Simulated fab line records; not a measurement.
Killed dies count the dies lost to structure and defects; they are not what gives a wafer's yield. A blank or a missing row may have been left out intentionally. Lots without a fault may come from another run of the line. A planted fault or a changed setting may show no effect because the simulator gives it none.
Which tool was responsible? | flow rit cmos | 14 lots, 42 wafers sampled, at 4 steps of a route of 202

## WHAT THE GAUGES SHOWED, per wafer
RIT_PWELL_OVL_MEAS_06.
lot  | measured    | on         | PWELL_OVL (nm)
L209 | day 2 05:38 | overlay-02 | -0.9 -2.6 1.0
L210 | day 2 05:08 | overlay-01 | -1.8 -1.8 -0.8
L213 | day 2 21:12 | overlay-02 | -2.0 -1.7 -2.4
L214 | day 3 00:20 | overlay-01 | -1.2 -0.5 0.0
L215 | day 3 07:47 | overlay-01 | -2.5 -1.8 -0.5
L216 | day 3 12:55 | overlay-02 | -0.9 -0.6 -0.6
L221 | day 4 11:59 | overlay-02 | -3.4 -3.0 -3.4
L222 | day 4 22:13 | overlay-02 | -1.7 -1.8 -1.2
L224 | day 5 02:43 | overlay-01 | 3.5 -0.1 0.6
L225 | day 5 11:11 | overlay-02 | -0.9 -0.6 -2.3
L227 | day 5 20:27 | overlay-01 | -2.4 -2.6 -2.9
L226 | day 5 20:11 | overlay-01 | -1.5 -1.7 -0.1
L229 | day 6 07:33 | overlay-01 | -1.0 -1.5 -1.0
L232 | day 6 17:17 | overlay-01 | -1.0 0.0 0.5

RIT_PRETRO_TW_MEAS_10.
lot  | measured    | on            | PRETRO_TW
L209 | day 2 15:07 | film metro-03 | 463 464 462
L210 | day 2 14:19 | film metro-01 | 475 477 471
L213 | day 3 06:36 | film metro-03 | 469 467 468
L214 | day 3 10:26 | film metro-03 | 468 466 467
L215 | day 3 19:34 | film metro-01 | 471 471 468
L216 | day 3 22:08 | film metro-01 | 470 471 469
L221 | day 5 00:10 | film metro-02 | 470 473 473
L222 | day 5 07:49 | film metro-02 | 472 471 471
L224 | day 5 15:47 | film metro-02 | 473 472 475
L225 | day 5 20:36 | film metro-03 | 466 470 468
L227 | day 6 07:37 | film metro-01 | 477 476 475
L226 | day 6 05:28 | film metro-03 | 467 467 467
L229 | day 6 17:01 | film metro-01 | 477 477 478
L232 | day 7 03:28 | film metro-03 | 465 463 465

RIT_NSD_OVL_MEAS_06.
lot  | measured    | on         | NSD_OVL (nm)
L209 | day 3 09:54 | overlay-02 | -1.5 -0.8 -0.1
L210 | day 3 11:35 | overlay-02 | -1.9 -2.1 0.2
L213 | day 4 03:26 | overlay-01 | -0.7 0.6 -0.7
L214 | day 4 03:58 | overlay-02 | -0.8 -1.9 -0.3
L215 | day 4 16:16 | overlay-01 | -1.8 -1.1 0.0
L216 | day 4 18:51 | overlay-02 | -0.2 -0.8 0.9
L221 | day 5 21:59 | overlay-01 | 0.4 1.0 0.7
L222 | day 6 01:49 | overlay-01 | -1.9 -1.4 -0.9
L224 | day 6 13:46 | overlay-01 | 0.4 -0.8 -2.0
L225 | day 6 16:47 | overlay-02 | 0.4 1.7 -0.7
L227 | day 7 01:26 | overlay-02 | -0.6 -2.5 -3.1
L226 | day 6 21:57 | overlay-02 | -1.7 1.3 -2.0
L229 | day 7 09:20 | overlay-02 | 0.6 0.5 1.2
L232 | day 7 21:33 | overlay-02 | -0.6 0.9 0.3

## WHICH TOOL RAN EACH LOT (tool, then ch and the chambers of the sampled wafers, then the start)
lot  | RIT_ACTIVE_COAT_06
L209 | litho track-04 ch 0, day 1 16:38
L210 | litho track-02 ch 0, day 1 19:54
L213 | litho track-03 ch 0, day 2 10:16
L214 | litho track-02 ch 0, day 2 15:38
L215 | litho track-03 ch 0, day 2 20:53
L216 | litho track-03 ch 0, day 3 01:24
L221 | litho track-04 ch 0, day 4 04:01
L222 | litho track-04 ch 0, day 4 06:46
L224 | litho track-02 ch 0, day 4 17:19
L225 | litho track-04 ch 0, day 4 21:44
L227 | litho track-02 ch 0, day 5 07:53
L226 | litho track-04 ch 0, day 5 07:55
L229 | litho track-04 ch 0, day 5 21:28
L232 | litho track-03 ch 0, day 6 08:49
- RIT_ACTIVE_COAT_06: resist thk 995 nm.

## WHAT THE TOOLS THEMSELVES READ (means of the sampled wafers that have a number; where no wafer has one, the mark that the record gives instead)
RIT_ACTIVE_COAT_06.
lot  | tool           | exhaust pa (Pa) | resist line temp C (C) | spin speed rpm (rpm)
L209 | litho track-04 | 46.1            | 22.97                  | 3249.7
L210 | litho track-02 | 44.6            | 23.02                  | 3250.1
L213 | litho track-03 | 45.5            | 23.02                  | 3247.9
L214 | litho track-02 | 46.2            | 23.11                  | 3248.9
L215 | litho track-03 | 45.4            | 22.96                  | 3131.0
L216 | litho track-03 | 44.1            | 23.04                  | 3132.3
L221 | litho track-04 | 44.3            | 22.97                  | 3251.3
L222 | litho track-04 | 44.8            | 23.00                  | 3249.2
L224 | litho track-02 | 44.9            | 23.03                  | 3248.4
L225 | litho track-04 | 44.6            | 22.94                  | 3247.6
L227 | litho track-02 | 44.3            | 23.02                  | 3248.7
L226 | litho track-04 | 44.8            | 23.11                  | 3249.7
L229 | litho track-04 | 45.0            | 23.09                  | 3249.7
L232 | litho track-03 | 43.5            | 23.09                  | 3250.8

## THE ANSWER, worked out from the rows above alone
Rule: the usual values come from the lots themselves. The widest of any qualifying gaps counts: lots, ordered by their means at a reading, are off when they make up no more than a third of the lots, leave a main group of 4 or more, and stand apart from it by 3 or more times the standard deviation of that group's means. If all means in a main group match to the digits the tables above print for the reading, that group is not used. Also off: a lot with no number at a reading for which 4 or more lots have one. All remaining lots with rows at the step are treated as sound. Order of review: gauges by route order, followed by the tools' own readings, for which a lot's mean as printed above is used. At the first step where some lot is off, the reading lying furthest off is the one used; lots without a number count as furthest.
Off: L215, L216, at RIT_ACTIVE_COAT_06 (spin speed rpm). For the main group the mean is 3249.3 rpm and the standard deviation 1.1.
If a tool, at that step or one of the process steps before it, ran each lot that is off and ran no sound lot following the first of them, it fits. None of those tried fits.

## WHAT WAS PUT IN BY THE SIMULATOR
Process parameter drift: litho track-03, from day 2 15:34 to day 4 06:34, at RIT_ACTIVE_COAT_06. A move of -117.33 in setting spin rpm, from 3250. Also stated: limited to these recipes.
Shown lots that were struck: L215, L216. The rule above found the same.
